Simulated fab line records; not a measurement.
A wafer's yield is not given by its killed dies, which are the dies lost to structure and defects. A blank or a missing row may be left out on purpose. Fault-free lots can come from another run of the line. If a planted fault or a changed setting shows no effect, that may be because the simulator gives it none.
fab line records | flow rit_cmos
record lots=5 | wafers=15 | last_day=8
route steps=202 shown PLDD@116 SPACER@125 NSD@131 PSD@142 SDANNEAL@153 M1@202
lots that met no fault: taken from a fault-free run of the same line
start_h: the number of hours between the record's first day and the start of the first shown wafer of the lot | wait_h: how many hours have passed since the lot's step before this one | " unchanged from the row above | L1.1+2: a single row standing in for several wafers | - no value, or no start given | * or withheld: withheld | < > ~ a bound
route shown NAME@n: NAME is a module with steps in the file, n the number in the route of the first one | usual: mean/standard deviation of fault-free wafers | same: alike in all rows | chamber/n: place in a boat | sites: the reading at each site | _std_site: the values' standard deviation | _edge_site: inner sites' mean taken away from outer sites' mean | radius_mm: how far each site lies from the wafer's centre | mask NAME#n: copy n | behind: tool/chamber where the wafer was last shaped | hold: why the lot was held/for how many hours/how that ended | device: the transistor (n, p or np) that didn't switch | end of line: tests run on the same wafers once the route is complete | for a step that has no rows: nothing shown but its recipe | killed: count of dies lost to structure and defects at first sort (not the wafer's yield) | map: per-die view of a wafer (x killed, . not killed, _ where there is no die)
set.NAME: the setting as run; set.NAME@STEP: as run at that earlier step | model.NAME: the simulator's own value behind a step, which no gauge read
lots seen at some steps along the route; tables by step, rows by wafer
services: from which hour (start_h, from the record's first day; less than 0 if before it) a tool's chamber was out of use, for how many hours, and why
## steps
# step RIT_PLDD_SOFTBAKE_02
# recipe resist=NOVOLAK | temp_c=90 | time_s=60
# step RIT_PLDD_EXPOSE_03
# recipe mask_id=M8 | na=0.57 | target_cd_nm=40900 | dose_mj=250
# step RIT_PLDD_PEB_04
# recipe resist=NOVOLAK | temp_c=withheld | time_s=withheld
# step RIT_PLDD_DEVELOP_05
# recipe resist=NOVOLAK | develop_time_s=50 | dev_temp_c=23
# step RIT_PLDD_OVL_MEAS_06
# usual PLDD_OVL=-0.9/1.6
lot.wafer | tool       | chamber | start_h | wait_h | PLDD_OVL[nm]
L588.1    | overlay-01 | -       | 47.71   | -      | 0.4
L588.2    | "          | -       | "       | "      | -1.0
L588.4    | "          | -       | "       | "      | -2.5
L600.1    | overlay-01 | -       | 110.07  | -      | -0.7
L600.2    | "          | -       | "       | "      | -1.1
L600.5    | "          | -       | "       | "      | -0.2
L602.2    | overlay-02 | -       | 118.27  | -      | -0.6
L602.3    | "          | -       | "       | "      | -2.0
L602.4    | "          | -       | "       | "      | 1.1
L607.1    | overlay-02 | -       | 144.30  | -      | 1.1
L607.2    | "          | -       | "       | "      | 0.6
L607.5    | "          | -       | "       | "      | -0.7
L611.3    | overlay-01 | -       | 174.03  | -      | -2.4
L611.4    | "          | -       | "       | "      | -2.3
L611.5    | "          | -       | "       | "      | -0.4
# step RIT_PLDD_HARDBAKE_07
# recipe resist=NOVOLAK | temp_c=140 | time_s=60
# step RIT_PLDD_IMPLANT_08
# recipe species=BF2 | energy_kev=20 | dose_cm2=9.173e+14 | tilt_deg=7
# step RIT_PLDD_STRIP_09
# recipe chemistry=O2 | time_s=180 | resist=NOVOLAK | platen_temp_c=withheld | power_w=500 | pressure_mtorr=4000 | o2_flow_sccm=4000
# usual drypump_motor_current_A=5.72/0.28
lot.wafer | tool            | chamber | start_h | wait_h | drypump_motor_current_A | rf_hours_counter_h
L588.1    | plasma_asher-04 | 1       | 48.05   | 0.1    | 5.69                    | 41
L588.2    | "               | 0       | "       | "      | 5.92                    | 41
L588.4    | "               | 0       | "       | "      | 5.92                    | -
L600.1    | plasma_asher-01 | 0       | 110.41  | 0.1    | 5.56                    | 47
L600.2    | "               | 1       | "       | "      | 6.06                    | 47
L600.5    | "               | 0       | "       | "      | 5.57                    | -
L602.2    | plasma_asher-04 | 1       | 118.60  | 0.1    | 5.67                    | 49
L602.3    | "               | 0       | "       | "      | 5.93                    | -
L602.4    | "               | 1       | "       | "      | 5.67                    | -
L607.1    | plasma_asher-01 | 1       | 144.64  | 0.1    | 6.05                    | 51
L607.2    | "               | 0       | "       | "      | 5.56                    | 51
L607.5    | "               | 1       | "       | "      | 6.06                    | -
L611.3    | plasma_asher-01 | 1       | 174.41  | 0.1    | 6.07                    | -
L611.4    | "               | 0       | "       | "      | 5.56                    | -
L611.5    | "               | 0       | "       | "      | 5.56                    | -
# step RIT_PLDD_TW_MEAS_10
# usual PLDD_TW=2356/9.1
lot.wafer | tool          | chamber | start_h | wait_h | PLDD_TW
L588.1    | film_metro-04 | -       | 48.22   | 0.1    | 2358
L588.2    | "             | -       | "       | "      | 2374
L588.4    | "             | -       | "       | "      | 2355
L600.1    | film_metro-03 | -       | 110.58  | 0.1    | 2367
L600.2    | "             | -       | "       | "      | 2365
L600.5    | "             | -       | "       | "      | 2349
L602.2    | film_metro-04 | -       | 118.79  | 0.1    | 2348
L602.3    | "             | -       | "       | "      | 2349
L602.4    | "             | -       | "       | "      | 2353
L607.1    | film_metro-04 | -       | 144.81  | 0.1    | 2366
L607.2    | "             | -       | "       | "      | 2352
L607.5    | "             | -       | "       | "      | 2361
L611.3    | film_metro-02 | -       | 174.54  | 0.1    | 2367
L611.4    | "             | -       | "       | "      | 2363
L611.5    | "             | -       | "       | "      | 2357
# step RIT_SPACER_CLEAN_00
# recipe chemistry=SC1 | mix=3:3:50 | time_s=600 | temp_c=75
# step RIT_SPACER_CLEAN_01
# recipe chemistry=dHF | dilution=50:1 | time_s=30
# step RIT_SPACER_CLEAN_02
# recipe chemistry=SC2 | mix=3:3:50 | time_s=600 | temp_c=75 | dry=n2_spin
# step RIT_SPACER_CVD_03
# recipe material=Si3N4 | target_thk_nm=250 | temp_c=810 | precursor=SiH2Cl2/NH3 | time_s=3300 | pressure_mtorr=300 | sih2cl2_flow_sccm=60 | nh3_flow_sccm=150
lot.wafer  | tool     | chamber | start_h | wait_h
L588.1+2+4 | lpcvd-01 | 0       | 48.68   | 0.0
L600.1+2+5 | lpcvd-02 | 0       | 111.01  | 0.0
L602.2+3+4 | lpcvd-01 | 1       | 119.20  | 0.0
L607.1+2+5 | lpcvd-01 | 1       | 145.24  | 0.0
L611.3+4+5 | lpcvd-02 | 0       | 174.95  | 0.0
# step RIT_SPACER_THK_MEAS_04
# recipe reads=Si3N4_of_SPACER_CVD_03
# usual SPACER_NITRIDE_THK=249.0/2.4
lot.wafer | tool          | chamber | start_h | wait_h | SPACER_NITRIDE_THK[nm]
L588.1    | film_metro-03 | -       | 50.60   | 0.0    | 250.6
L588.2    | "             | -       | "       | "      | 249.6
L588.4    | "             | -       | "       | "      | 251.4
L600.1    | film_metro-01 | -       | 113.89  | 0.0    | 250.4
L600.2    | "             | -       | "       | "      | 249.8
L600.5    | "             | -       | "       | "      | 248.2
L602.2    | film_metro-01 | -       | 121.13  | 0.0    | 245.6
L602.3    | "             | -       | "       | "      | 246.3
L602.4    | "             | -       | "       | "      | 244.4
L607.1    | film_metro-02 | -       | 147.16  | 0.0    | 250.4
L607.2    | "             | -       | "       | "      | 246.1
L607.5    | "             | -       | "       | "      | 250.7
L611.3    | film_metro-03 | -       | 177.85  | 0.0    | 250.3
L611.4    | "             | -       | "       | "      | 248.9
L611.5    | "             | -       | "       | "      | 248.7
# step RIT_SPACER_ETCHBACK_05
# recipe target_depth_a=2500 | SF6_flow_sccm=30 | CHF3_flow_sccm=30 | target=Si3N4 | chemistry=SF6/CHF3 | pressure_mtorr=40 | rf_w=250 | time_s=240 | stop_on=SiO2
# usual drypump_motor_current_A=5.9/0.39 | oes_product_au=0.844/0.013 | rf_fwd_power_W=249.2/0.77 | throttle_valve_pct=10.29/0.17
lot.wafer | tool        | chamber | start_h | wait_h | drypump_motor_current_A | oes_product_au | rf_fwd_power_W | rf_hours_counter_h | throttle_valve_pct
L588.1    | rie_diel-01 | 0       | 50.66   | 0.1    | 6.3                     | 0.860          | 249.4          | 1                  | 10.36
L588.2    | "           | 3       | "       | "      | 5.6                     | 0.832          | 249.3          | 87                 | 10.32
L588.4    | "           | 1       | "       | "      | 6.0                     | 0.852          | 247.5          | 61                 | 10.19
L600.1    | rie_diel-02 | 3       | 113.95  | 0.1    | 6.5                     | 0.859          | 248.5          | 11                 | 10.22
L600.2    | "           | 1       | "       | "      | 5.8                     | 0.840          | 249.4          | 147                | 10.29
L600.5    | "           | 2       | "       | "      | 5.9                     | 0.838          | 248.5          | -                  | 10.52
L602.2    | rie_diel-02 | 1       | 121.18  | 0.0    | 5.8                     | 0.839          | 248.6          | 147                | 10.26
L602.3    | "           | 2       | "       | "      | 5.9                     | 0.838          | 249.2          | 2                  | 10.52
L602.4    | "           | 3       | "       | "      | 6.6                     | 0.844          | 249.1          | 11                 | 10.20
L607.1    | rie_diel-01 | 1       | 147.22  | 0.1    | 5.9                     | 0.860          | 247.4          | 62                 | 10.22
L607.2    | "           | 2       | "       | "      | 5.4                     | 0.805          | 249.7          | 126                | 9.98
L607.5    | "           | 1       | "       | "      | 5.9                     | 0.850          | 248.8          | -                  | 10.20
L611.3    | rie_diel-01 | 3       | 177.89  | 0.0    | 5.6                     | 0.840          | 249.6          | 89                 | 10.34
L611.4    | "           | 0       | "       | "      | 6.3                     | 0.861          | 249.7          | 3                  | 10.35
L611.5    | "           | 0       | "       | "      | 6.3                     | 0.860          | 248.7          | -                  | 10.34
# step RIT_NSD_HMDS_00
# recipe prime_time_s=60 | prime_temp_c=140
# step RIT_NSD_COAT_01
# recipe resist=NOVOLAK | spin_rpm=3286 | resist_thk_nm=1000
# step RIT_NSD_SOFTBAKE_02
# recipe resist=NOVOLAK | temp_c=90 | time_s=60
# step RIT_NSD_EXPOSE_03
# recipe mask_id=M9 | na=0.57 | target_cd_nm=40700 | dose_mj=250
# step RIT_NSD_PEB_04
# recipe resist=NOVOLAK | temp_c=withheld | time_s=withheld
# step RIT_NSD_DEVELOP_05
# recipe resist=NOVOLAK | develop_time_s=50 | dev_temp_c=23
# step RIT_NSD_OVL_MEAS_06
# usual NSD_OVL=0.7/1.4
lot.wafer | tool       | chamber | start_h | wait_h | NSD_OVL[nm]
L588.1    | overlay-02 | -       | 51.66   | -      | -0.9
L588.2    | "          | -       | "       | "      | -1.7
L588.4    | "          | -       | "       | "      | 0.2
L600.1    | overlay-02 | -       | 114.95  | -      | 0.3
L600.2    | "          | -       | "       | "      | -2.1
L600.5    | "          | -       | "       | "      | -2.2
L602.2    | overlay-02 | -       | 122.53  | -      | 2.9
L602.3    | "          | -       | "       | "      | 2.7
L602.4    | "          | -       | "       | "      | 3.1
L607.1    | overlay-02 | -       | 148.34  | -      | 0.7
L607.2    | "          | -       | "       | "      | 2.0
L607.5    | "          | -       | "       | "      | 2.8
L611.3    | overlay-02 | -       | 178.90  | -      | 0.6
L611.4    | "          | -       | "       | "      | -1.6
L611.5    | "          | -       | "       | "      | -0.5
# step RIT_NSD_HARDBAKE_07
# recipe resist=NOVOLAK | temp_c=140 | time_s=60
# step RIT_NSD_IMPLANT_08
# recipe species=P | energy_kev=25 | dose_cm2=1e+15 | tilt_deg=7
# step RIT_NSD_STRIP_09
# recipe chemistry=O2 | time_s=180 | resist=NOVOLAK | platen_temp_c=withheld | power_w=500 | pressure_mtorr=4000 | o2_flow_sccm=4000
# usual drypump_motor_current_A=5.64/0.28
lot.wafer | tool            | chamber | start_h | wait_h | drypump_motor_current_A | rf_hours_counter_h
L588.1    | plasma_asher-01 | 1       | 52.00   | 0.1    | 6.06                    | 41
L588.2    | "               | 0       | "       | "      | 5.55                    | 41
L588.4    | "               | 1       | "       | "      | 6.06                    | -
L600.1    | plasma_asher-01 | 1       | 115.28  | 0.1    | 6.05                    | 47
L600.2    | "               | 0       | "       | "      | 5.54                    | 47
L600.5    | "               | 1       | "       | "      | 6.06                    | -
L602.2    | plasma_asher-01 | 0       | 122.86  | 0.1    | 5.55                    | 48
L602.3    | "               | 1       | "       | "      | 6.09                    | -
L602.4    | "               | 0       | "       | "      | 5.55                    | -
L607.1    | plasma_asher-02 | 0       | 148.68  | 0.1    | 5.11                    | 35
L607.2    | "               | 1       | "       | "      | 5.68                    | 35
L607.5    | "               | 1       | "       | "      | 5.67                    | -
L611.3    | plasma_asher-01 | 0       | 179.28  | 0.1    | 5.55                    | -
L611.4    | "               | 1       | "       | "      | 6.06                    | -
L611.5    | "               | 1       | "       | "      | 6.06                    | -
# step RIT_NSD_TW_MEAS_10
# usual NSD_TW=3115/11
lot.wafer | tool          | chamber | start_h | wait_h | NSD_TW
L588.1    | film_metro-02 | -       | 52.17   | 0.1    | 3092
L588.2    | "             | -       | "       | "      | 3111
L588.4    | "             | -       | "       | "      | 3099
L600.1    | film_metro-04 | -       | 115.46  | 0.1    | 3097
L600.2    | "             | -       | "       | "      | 3121
L600.5    | "             | -       | "       | "      | 3108
L602.2    | film_metro-02 | -       | 123.04  | 0.1    | 3120
L602.3    | "             | -       | "       | "      | 3110
L602.4    | "             | -       | "       | "      | 3121
L607.1    | film_metro-03 | -       | 148.85  | 0.1    | 3115
L607.2    | "             | -       | "       | "      | 3116
L607.5    | "             | -       | "       | "      | 3117
L611.3    | film_metro-03 | -       | 179.42  | 0.1    | 3106
L611.4    | "             | -       | "       | "      | 3111
L611.5    | "             | -       | "       | "      | 3105
# step RIT_PSD_HMDS_00
# recipe prime_time_s=60 | prime_temp_c=140
# step RIT_PSD_COAT_01
# recipe resist=NOVOLAK | spin_rpm=3250 | resist_thk_nm=992
# step RIT_PSD_SOFTBAKE_02
# recipe resist=NOVOLAK | temp_c=90 | time_s=60
# step RIT_PSD_EXPOSE_03
# recipe mask_id=M10 | na=0.57 | target_cd_nm=40900 | dose_mj=250
# step RIT_PSD_PEB_04
# recipe resist=NOVOLAK | temp_c=withheld | time_s=withheld
# step RIT_PSD_DEVELOP_05
# recipe resist=NOVOLAK | develop_time_s=50 | dev_temp_c=23
# step RIT_PSD_OVL_MEAS_06
# usual PSD_OVL=-0.6/1.2
lot.wafer | tool       | chamber | start_h | wait_h | PSD_OVL[nm]
L588.1    | overlay-01 | -       | 53.34   | -      | 0.3
L588.2    | "          | -       | "       | "      | 0.0
L588.4    | "          | -       | "       | "      | -0.6
L600.1    | overlay-01 | -       | 116.37  | -      | -1.6
L600.2    | "          | -       | "       | "      | -2.2
L600.5    | "          | -       | "       | "      | 0.1
L602.2    | overlay-02 | -       | 124.08  | -      | 1.6
L602.3    | "          | -       | "       | "      | 1.1
L602.4    | "          | -       | "       | "      | 0.6
L607.1    | overlay-02 | -       | 149.84  | -      | 0.6
L607.2    | "          | -       | "       | "      | -0.8
L607.5    | "          | -       | "       | "      | -2.6
L611.3    | overlay-01 | -       | 180.44  | -      | -0.4
L611.4    | "          | -       | "       | "      | -1.5
L611.5    | "          | -       | "       | "      | -1.0
# step RIT_PSD_HARDBAKE_07
# recipe resist=NOVOLAK | temp_c=140 | time_s=60
# step RIT_PSD_IMPLANT_08
# recipe species=BF2 | energy_kev=27 | dose_cm2=5e+15 | tilt_deg=7
# step RIT_PSD_STRIP_09
# recipe chemistry=O2 | time_s=180 | resist=NOVOLAK | platen_temp_c=withheld | power_w=500 | pressure_mtorr=4000 | o2_flow_sccm=4000
# usual drypump_motor_current_A=5.63/0.25
lot.wafer | tool            | chamber | start_h | wait_h | drypump_motor_current_A | rf_hours_counter_h
L588.1    | plasma_asher-04 | 0       | 53.68   | 0.1    | 5.92                    | 42
L588.2    | "               | 1       | "       | "      | 5.67                    | 42
L588.4    | "               | 0       | "       | "      | 5.92                    | -
L600.1    | plasma_asher-04 | 1       | 116.70  | 0.1    | 5.66                    | 49
L600.2    | "               | 0       | "       | "      | 5.93                    | 49
L600.5    | "               | 1       | "       | "      | 5.68                    | -
L602.2    | plasma_asher-04 | 1       | 124.41  | 0.1    | 5.66                    | 50
L602.3    | "               | 0       | "       | "      | 5.92                    | -
L602.4    | "               | 1       | "       | "      | 5.65                    | -
L607.1    | plasma_asher-03 | 0       | 150.19  | 0.1    | 5.56                    | 3
L607.2    | "               | 1       | "       | "      | 5.64                    | 3
L607.5    | "               | 1       | "       | "      | 5.62                    | -
L611.3    | plasma_asher-03 | 0       | 180.83  | 0.1    | 5.54                    | -
L611.4    | "               | 1       | "       | "      | 5.64                    | -
L611.5    | "               | 1       | "       | "      | 5.67                    | -
# step RIT_PSD_TW_MEAS_10
# usual PSD_TW=3420/15
lot.wafer | tool          | chamber | start_h | wait_h | PSD_TW
L588.1    | film_metro-03 | -       | 53.85   | 0.1    | 3419
L588.2    | "             | -       | "       | "      | 3430
L588.4    | "             | -       | "       | "      | 3415
L600.1    | film_metro-02 | -       | 116.88  | 0.1    | 3427
L600.2    | "             | -       | "       | "      | 3408
L600.5    | "             | -       | "       | "      | 3431
L602.2    | film_metro-02 | -       | 124.59  | 0.1    | 3422
L602.3    | "             | -       | "       | "      | 3420
L602.4    | "             | -       | "       | "      | 3427
L607.1    | film_metro-04 | -       | 150.36  | 0.1    | 3426
L607.2    | "             | -       | "       | "      | 3432
L607.5    | "             | -       | "       | "      | 3428
L611.3    | film_metro-02 | -       | 180.96  | 0.1    | 3427
L611.4    | "             | -       | "       | "      | 3413
L611.5    | "             | -       | "       | "      | 3425
# step RIT_SDANNEAL_CLEAN_00
# recipe chemistry=SC1 | mix=3:3:50 | time_s=600 | temp_c=75
# step RIT_SDANNEAL_CLEAN_01
# recipe chemistry=dHF | dilution=50:1 | time_s=30
# step RIT_SDANNEAL_CLEAN_02
# recipe chemistry=SC2 | mix=3:3:50 | time_s=600 | temp_c=75 | dry=n2_spin
# step RIT_SDANNEAL_RTA_03
# recipe temp_c=1050 | time_s=5 | idle_temp_c=600 | ramp_up_c_per_s=342 | ramp_down_c_per_s=171 | cool_to_c=600 | ambient=N2
# usual wafer_temp_C_max=1053.5/1.2
lot.wafer | tool          | chamber | start_h | wait_h | wafer_temp_C_max
L588.1    | rtp_anneal-02 | 0       | 54.30   | 0.0    | 1052.7
L588.2    | "             | 0       | "       | "      | 1054.2
L588.4    | "             | 0       | "       | "      | 1053.3
L600.1    | rtp_anneal-02 | 0       | 117.31  | 0.0    | 1054.6
L600.2    | "             | 0       | "       | "      | 1052.7
L600.5    | "             | 0       | "       | "      | 1054.6
L602.2    | rtp_anneal-02 | 0       | 125.03  | 0.0    | 1052.6
L602.3    | "             | 0       | "       | "      | 1054.3
L602.4    | "             | 0       | "       | "      | 1051.7
L607.1    | rtp_anneal-01 | 0       | 150.79  | 0.0    | 1055.3
L607.2    | "             | 0       | "       | "      | 1053.7
L607.5    | "             | 0       | "       | "      | 1051.3
L611.3    | rtp_anneal-01 | 0       | 181.39  | 0.0    | 1053.8
L611.4    | "             | 0       | "       | "      | 1053.4
L611.5    | "             | 0       | "       | "      | 1056.6
# step RIT_SDANNEAL_RS_MEAS_04
# recipe thk_meas_gauge=four-point-probe
# usual PSD_RS=115.85/0.29
lot.wafer | tool          | chamber | start_h | wait_h | PSD_RS[ohm/sq]
L588.1    | film_metro-02 | -       | 54.35   | 0.0    | 115.45
L588.2    | "             | -       | "       | "      | 115.46
L588.4    | "             | -       | "       | "      | 115.74
L600.1    | film_metro-04 | -       | 117.36  | 0.0    | 115.92
L600.2    | "             | -       | "       | "      | 115.80
L600.5    | "             | -       | "       | "      | 116.05
L602.2    | film_metro-02 | -       | 125.10  | 0.1    | 115.34
L602.3    | "             | -       | "       | "      | 115.24
L602.4    | "             | -       | "       | "      | 115.87
L607.1    | film_metro-02 | -       | 150.85  | 0.0    | 115.71
L607.2    | "             | -       | "       | "      | 115.46
L607.5    | "             | -       | "       | "      | 115.99
L611.3    | film_metro-04 | -       | 181.47  | 0.1    | 116.32
L611.4    | "             | -       | "       | "      | 115.87
L611.5    | "             | -       | "       | "      | 116.32
# step RIT_M1_PROBE_99
# usual killed_at_contacts=0.1/0.23 | killed_at_front_end=6/3.1 | killed_dies=6/3.1 | killed_open=3.2/1.9 | killed_short=3.2/2.1
# same gross_dies=264 | killed_at_M0_to_M3=0 | killed_at_M4_up=0 | killed_at_back_side=0 | killed_at_other=0
lot.wafer | tool      | chamber | start_h | wait_h | killed_at_contacts | killed_at_front_end | killed_dies | killed_open | killed_short
L600.1    | prober-02 | -       | 124.90  | 0.1    | 0                  | 15                  | 15          | 1           | 3
L600.2    | prober-02 | -       | 124.95  | 0.1    | 0                  | 12                  | 12          | 1           | 3
L600.5    | prober-02 | -       | 125.10  | 0.2    | 0                  | 17                  | 17          | 5           | 4
L611.3    | prober-02 | -       | 188.89  | 0.2    | 0                  | 2                   | 2           | 0           | 2
L611.4    | prober-02 | -       | 188.94  | 0.2    | 0                  | 13                  | 13          | 7           | 5
L611.5    | prober-02 | -       | 188.99  | 0.2    | 0                  | 8                   | 8           | 5           | 2
# killed by level:class
L600.1 SPACER:unspecified=11 FOX1:geometric_particle:open=1 FOX1:geometric_particle:short=1 FOX2:geometric_particle:short=1 REOX:geometric_particle:short=1
L600.2 SPACER:unspecified=8 FOX1:geometric_particle:short=1 GATE:geometric_particle:short=1 GATE:geometric_particle:open=1 REOX:geometric_particle:short=1
L600.5 SPACER:unspecified=8 REOX:geometric_particle:open=3 FOX1:geometric_particle:short=1 FOX1:geometric_particle:open=1 FOX2:geometric_particle:short=1 REOX:geometric_particle:short=1 SILICIDE:geometric_particle:short=1 SILICIDE:geometric_particle:open=1
L611.3 GATE:geometric_particle:short=2
L611.4 GATE:geometric_particle:open=6 GATE:geometric_particle:short=3 FOX1:geometric_particle:short=2 FOX1:geometric_particle:open=1 PLDD:coat_microbubble_printed=1
L611.5 GATE:geometric_particle:open=3 GATE:geometric_particle:short=2 SILICIDE:geometric_particle:open=2 PLDD:coat_microbubble_printed=1
# map L600.5 (x killed, . not)
________...x..._______
_____.............____
____........xx.....___
___...x...x.........__
__.................x._
__..................._
_.................xxx.
_....................x
_.......x.x....x.x.xx.
_....................x
__..................._
__..................._
___.................__
____...............___
_____.............____
________......._______
# map L611.4 (x killed, . not)
________......._______
_____...x.........____
____.......x.x.....___
___.................__
__..................._
__......x....x......._
_............x........
_.....................
_.....x.x.............
_.......x.............
__..................._
__....x.............x_
___.................__
____..x............___
_____.............____
________x......_______
## services
tool            | chamber | start_h | hours | kind
rie_diel-02     | 2       | 24.70   | -     | clean
rie_diel-02     | 2       | 24.70   | 24.6  | scheduled_down
rie_diel-02     | 2       | 24.70   | 24.6  | vent_cycle
rie_diel-01     | 2       | 31.04   | 11.4  | repair
rie_diel-02     | 0       | 33.88   | 14.1  | repair
plasma_asher-03 | -       | 44.25   | 10.6  | repair
plasma_asher-02 | -       | 48.76   | 7.4   | repair
rie_diel-01     | -       | 57.34   | 0.4   | repair
rie_diel-01     | -       | 94.66   | 28.1  | pm
plasma_asher-02 | -       | 97.46   | 1.3   | repair
rie_diel-02     | -       | 107.92  | 1.0   | repair
plasma_asher-03 | -       | 108.75  | 9.0   | pm
plasma_asher-03 | 0       | 108.75  | 9.0   | vent_cycle
plasma_asher-03 | 1       | 108.75  | 9.0   | vent_cycle
plasma_asher-03 | 0       | 117.75  | -     | clean
plasma_asher-03 | 1       | 117.75  | -     | clean
plasma_asher-04 | -       | 125.17  | 1.5   | repair
lpcvd-01        | -       | 134.26  | 2.8   | pm
rie_diel-01     | -       | 134.73  | 0.3   | repair
rie_diel-01     | 2       | 142.18  | 4.6   | repair
rie_diel-02     | 3       | 153.81  | 5.6   | repair
plasma_asher-01 | -       | 160.25  | 2.8   | pm
rie_diel-02     | 1       | 164.93  | -     | clean
## key
first_sign step=RIT_M1_PROBE_99 | reading=killed_at_front_end | direction=up | sigmas=2.7 | usual=6 | struck=15
effect step=RIT_M1_PROBE_99 | reading=killed_dies | direction=up | sigmas=2.6 | usual=6 | struck=15
met_at RIT_SPACER_CVD_03
struck_wafers L600.1,L600.2,L600.5
tester_left_out L600
fault kind=chamber_particle_source | tool=lpcvd-02 | chamber=0 | onset_h=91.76 | steps=RIT_SPACER_CVD_03 | rate_per_visit_cm2=0.070973 | end_h=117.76
# tester_left_out: of these lots the tester's yield and bins aren't shown, on N5 and GAA mostly nor the transistor test; their killed dies are dies lost to structure and defects alone, not to doping, threshold or leakage, so they don't give the yield
